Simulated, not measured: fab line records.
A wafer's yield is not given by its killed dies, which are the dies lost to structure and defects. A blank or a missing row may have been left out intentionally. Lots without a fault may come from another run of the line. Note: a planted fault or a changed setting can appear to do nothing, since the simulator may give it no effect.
fab line records :: flow rit-cmos
[record]
  lots = 7
  wafers = 21
  last-day = 5
route steps=202 shown M1@200
lots with no fault: from the same line, run without faults
start-h: hours from the record's opening day to when the first of the lot's shown wafers began :: wait-h: how many hours have passed since the lot's step before this one :: " identical to the entry in the row above :: L1.1+2: a single row standing in for several wafers :: - no value present, or no start provided :: * or withheld: withheld :: < > ~ a bound
route shown NAME@n: names a module that has steps shown in the file, with the first one's number in the route :: usual: the fault-free wafers' mean and standard deviation :: same: alike in all rows :: chamber/n: place in a boat :: sites: each site's reading :: _std_site: standard deviation of those values :: _edge_site: inner sites' mean taken away from outer sites' mean :: radius-mm: for every site, how far away it sits from the centre of the wafer :: mask NAME#n: copy n :: behind: tool/chamber where the wafer was last shaped :: hold: why the lot was held/for how many hours/how that ended :: device: names the non-switching transistor (n, p or np) :: end of line: at the end of the route, the tests of the same wafers :: where a step has no rows: the recipe by itself :: killed: at the first sort, the dies lost to defects and structure; wafer yield is something else :: map: shows each die of a wafer: x if killed, . if not, _ if none is there
set.NAME: setting as actually run; set.NAME@STEP: the setting as run at that earlier step :: model.NAME: the simulator's own value behind a step, which no gauge read
route steps across a sampled set of lots; one table per step, one row per wafer
[[steps]]
[step RIT_M1_ANNEAL_15]
[recipe]
  temp-c = 450
  time-s = 1800
  ambient = forming_gas_H2N2
[usual]
  spike-tc-centre-C = 453.5/0.89
  spike-tc-load-C = 468.8/1.1
  spike-tc-source-C = 465.5/0.99
  tube-center-temp-C = 450/0.036
  tube_center_temp_C_max = 451.15/0.19
  zone-power-centre-pct = 19.45/0.2
  zone-power-load-pct = 6.39/0.064
  zone-power-source-pct = 8.39/0.079
lot.wafer: L313.2
tool: furnace-02
chamber: 0
start-h: 65.71
wait-h: 0.1
spike-tc-centre-C: 453.7
spike-tc-load-C: 466.4
spike-tc-source-C: 464.5
tube-center-temp-C: 450.01
tube_center_temp_C_max: 451.30
zone-power-centre-pct: 19.23
zone-power-load-pct: 6.30
zone-power-source-pct: 8.43

lot.wafer: L313.5
tool: furnace-02
chamber: 0
start-h: 65.71
wait-h: 0.1
spike-tc-centre-C: 453.4
spike-tc-load-C: 468.2
spike-tc-source-C: 466.6
tube-center-temp-C: 450.07
tube_center_temp_C_max: 451.12
zone-power-centre-pct: 19.55
zone-power-load-pct: 6.42
zone-power-source-pct: 8.34

lot.wafer: L313.6
tool: furnace-02
chamber: 0
start-h: 65.71
wait-h: 0.1
spike-tc-centre-C: 453.3
spike-tc-load-C: 471.1
spike-tc-source-C: 464.3
tube-center-temp-C: 449.97
tube_center_temp_C_max: 451.40
zone-power-centre-pct: 19.85
zone-power-load-pct: 6.44
zone-power-source-pct: 8.37

lot.wafer: L314.1
tool: furnace-02
chamber: 0
start-h: 71.19
wait-h: 0.1
spike-tc-centre-C: 453.7
spike-tc-load-C: 468.6
spike-tc-source-C: 466.3
tube-center-temp-C: 449.92
tube_center_temp_C_max: 451.01
zone-power-centre-pct: 19.51
zone-power-load-pct: 6.24
zone-power-source-pct: 8.33

lot.wafer: L314.2
tool: furnace-02
chamber: 0
start-h: 71.19
wait-h: 0.1
spike-tc-centre-C: 452.8
spike-tc-load-C: 467.9
spike-tc-source-C: 466.0
tube-center-temp-C: 450.02
tube_center_temp_C_max: 451.37
zone-power-centre-pct: 19.78
zone-power-load-pct: 6.40
zone-power-source-pct: 8.32

lot.wafer: L314.4
tool: furnace-02
chamber: 0
start-h: 71.19
wait-h: 0.1
spike-tc-centre-C: 455.0
spike-tc-load-C: 466.5
spike-tc-source-C: 466.6
tube-center-temp-C: 449.94
tube_center_temp_C_max: 451.31
zone-power-centre-pct: 19.54
zone-power-load-pct: 6.53
zone-power-source-pct: 8.46

lot.wafer: L315.1
tool: furnace-02
chamber: 0
start-h: 72.69
wait-h: 1.2
spike-tc-centre-C: 453.9
spike-tc-load-C: 467.7
spike-tc-source-C: 466.7
tube-center-temp-C: 450.01
tube_center_temp_C_max: 451.38
zone-power-centre-pct: 19.59
zone-power-load-pct: 6.38
zone-power-source-pct: 8.25

lot.wafer: L315.2
tool: furnace-02
chamber: 0
start-h: 72.69
wait-h: 1.2
spike-tc-centre-C: 453.9
spike-tc-load-C: 467.5
spike-tc-source-C: 464.7
tube-center-temp-C: 450.03
tube_center_temp_C_max: 451.29
zone-power-centre-pct: 19.42
zone-power-load-pct: 6.31
zone-power-source-pct: 8.45

lot.wafer: L315.3
tool: furnace-02
chamber: 0
start-h: 72.69
wait-h: 1.2
spike-tc-centre-C: 454.4
spike-tc-load-C: 467.3
spike-tc-source-C: 464.6
tube-center-temp-C: 449.96
tube_center_temp_C_max: 450.95
zone-power-centre-pct: 19.54
zone-power-load-pct: 6.38
zone-power-source-pct: 8.41

lot.wafer: L316.2
tool: furnace-02
chamber: 0
start-h: 78.84
wait-h: 0.1
spike-tc-centre-C: 453.7
spike-tc-load-C: 471.8
spike-tc-source-C: 464.2
tube-center-temp-C: 449.98
tube_center_temp_C_max: 451.07
zone-power-centre-pct: 19.07
zone-power-load-pct: 6.41
zone-power-source-pct: 8.47

lot.wafer: L316.3
tool: furnace-02
chamber: 0
start-h: 78.84
wait-h: 0.1
spike-tc-centre-C: 452.7
spike-tc-load-C: 469.1
spike-tc-source-C: 464.9
tube-center-temp-C: 449.95
tube_center_temp_C_max: 450.92
zone-power-centre-pct: 19.61
zone-power-load-pct: 6.31
zone-power-source-pct: 8.31

lot.wafer: L316.5
tool: furnace-02
chamber: 0
start-h: 78.84
wait-h: 0.1
spike-tc-centre-C: 453.4
spike-tc-load-C: 469.0
spike-tc-source-C: 464.6
tube-center-temp-C: 450
tube_center_temp_C_max: 451.13
zone-power-centre-pct: 19.53
zone-power-load-pct: 6.44
zone-power-source-pct: 8.49

lot.wafer: L317.1
tool: furnace-02
chamber: 0
start-h: 82.36
wait-h: 0.1
spike-tc-centre-C: 452.9
spike-tc-load-C: 469.5
spike-tc-source-C: 465.7
tube-center-temp-C: 449.98
tube_center_temp_C_max: 451.02
zone-power-centre-pct: 19.77
zone-power-load-pct: 6.37
zone-power-source-pct: 8.53

lot.wafer: L317.2
tool: furnace-02
chamber: 0
start-h: 82.36
wait-h: 0.1
spike-tc-centre-C: 453.0
spike-tc-load-C: 471.3
spike-tc-source-C: 466.6
tube-center-temp-C: 449.99
tube_center_temp_C_max: 451.05
zone-power-centre-pct: 19.57
zone-power-load-pct: 6.49
zone-power-source-pct: 8.37

lot.wafer: L317.5
tool: furnace-02
chamber: 0
start-h: 82.36
wait-h: 0.1
spike-tc-centre-C: 454.1
spike-tc-load-C: 469.7
spike-tc-source-C: 466.0
tube-center-temp-C: 449.9
tube_center_temp_C_max: 451.09
zone-power-centre-pct: 19.05
zone-power-load-pct: 6.44
zone-power-source-pct: 8.48

lot.wafer: L323.3
tool: furnace-02
chamber: 0
start-h: 118.37
wait-h: 0.1
spike-tc-centre-C: 524.8
spike-tc-load-C: 541.0
spike-tc-source-C: 535.9
tube-center-temp-C: 519.97
tube_center_temp_C_max: 521.14
zone-power-centre-pct: 22.95
zone-power-load-pct: 8.19
zone-power-source-pct: 10.59

lot.wafer: L323.4
tool: furnace-02
chamber: 0
start-h: 118.37
wait-h: 0.1
spike-tc-centre-C: 522.5
spike-tc-load-C: 540.4
spike-tc-source-C: 536.7
tube-center-temp-C: 520.03
tube_center_temp_C_max: 521.05
zone-power-centre-pct: 22.93
zone-power-load-pct: 8.12
zone-power-source-pct: 10.63

lot.wafer: L323.5
tool: furnace-02
chamber: 0
start-h: 118.37
wait-h: 0.1
spike-tc-centre-C: 523.5
spike-tc-load-C: 541.0
spike-tc-source-C: 538.1
tube-center-temp-C: 520.03
tube_center_temp_C_max: 521.07
zone-power-centre-pct: 22.81
zone-power-load-pct: 8.27
zone-power-source-pct: 10.68

lot.wafer: L324.1
tool: furnace-02
chamber: 0
start-h: 122.75
wait-h: 0.1
spike-tc-centre-C: 525.7
spike-tc-load-C: 539.3
spike-tc-source-C: 537.5
tube-center-temp-C: 519.99
tube_center_temp_C_max: 521.42
zone-power-centre-pct: 22.60
zone-power-load-pct: 8.13
zone-power-source-pct: 10.67

lot.wafer: L324.2
tool: furnace-02
chamber: 0
start-h: 122.75
wait-h: 0.1
spike-tc-centre-C: 523.5
spike-tc-load-C: 540.4
spike-tc-source-C: 536.4
tube-center-temp-C: 520.04
tube_center_temp_C_max: 521.13
zone-power-centre-pct: 22.76
zone-power-load-pct: 8.13
zone-power-source-pct: 10.73

lot.wafer: L324.5
tool: furnace-02
chamber: 0
start-h: 122.75
wait-h: 0.1
spike-tc-centre-C: 525.9
spike-tc-load-C: 539.9
spike-tc-source-C: 536.4
tube-center-temp-C: 520.02
tube_center_temp_C_max: 521.16
zone-power-centre-pct: 22.40
zone-power-load-pct: 8.14
zone-power-source-pct: 10.59
[step RIT_M1_PROBE_99]
[usual]
  defect-limited-yield = 97.3/1.2
  killed_at_M0_to_M3 = 0.0/0.12
  killed-at-front-end = 7/3.2
  killed-dies = 7/3.2
  killed-open = 3.5/2.2
  killed-short = 3.6/2.1
  sort_bin_3_pad_short = 0.1/0.22
  sort_bin_5_function = 1.5/0.87
  sort_bin_6_memory = 1.1/0.65
  sort-n-pass = 257/3.2
  sort-yield-pct = 97.3/1.2
[same]
  gross-dies = 264
  killed_at_M4_up = 0
  killed-at-back-side = 0
  killed-at-contacts = 0
  killed-at-other = 0
lot.wafer: L323.3
tool: prober-02
chamber: -
start-h: 120.09
wait-h: 0.2
defect-limited-yield[%]: 98.5
killed_at_M0_to_M3: 1
killed-at-front-end: 3
killed-dies: 4
killed-open: 2
killed-short: 2
sort_bin_3_pad_short[%]: 0
sort_bin_5_function[%]: 1.5
sort_bin_6_memory[%]: 0
sort-n-pass: 260
sort-yield-pct[%]: 98.5

lot.wafer: L323.4
tool: prober-02
chamber: -
start-h: 120.14
wait-h: 0.2
defect-limited-yield[%]: 99.2
killed_at_M0_to_M3: 0
killed-at-front-end: 2
killed-dies: 2
killed-open: 1
killed-short: 1
sort_bin_3_pad_short[%]: 0
sort_bin_5_function[%]: 0.8
sort_bin_6_memory[%]: 0
sort-n-pass: 262
sort-yield-pct[%]: 99.2

lot.wafer: L323.5
tool: prober-02
chamber: -
start-h: 120.19
wait-h: 0.2
defect-limited-yield[%]: 98.5
killed_at_M0_to_M3: 0
killed-at-front-end: 4
killed-dies: 4
killed-open: 3
killed-short: 1
sort_bin_3_pad_short[%]: 0
sort_bin_5_function[%]: 0.8
sort_bin_6_memory[%]: 0.8
sort-n-pass: 260
sort-yield-pct[%]: 98.5
// killed by level:class
L323.3 FOX2:geometric-particle:open=2 REOX:geometric-particle:short=1 M1:geometric-particle:short=1
L323.4 FOX1:geometric-particle:short=1 SILICIDE:geometric-particle:open=1
L323.5 GATE:geometric-particle:open=2 ACTIVE:geometric-particle:short=1 SILICIDE:geometric-particle:open=1
[[key]]
[first-sign]
  step = RIT_M1_ANNEAL_15
  reading = tube-center-temp-C
  direction = up
  sigmas = 99+
  usual = *
  struck = *
[effect]
  step = RIT_M1_ANNEAL_15
  reading = tube_center_temp_C_max
  direction = up
  sigmas = 99+
  usual = *
  struck = *
met-at RIT_M1_ANNEAL_15
struck-lots L323,L324
onset-between 82.36 118.37
[fault]
  kind = process-parameter-drift
  tool = furnace-02
  chamber = -
  onset-h = 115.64
  steps = RIT_M1_ANNEAL_15
  channel = temp-c
  offset = *
  shape = step
  end-h = 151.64
  stated = *
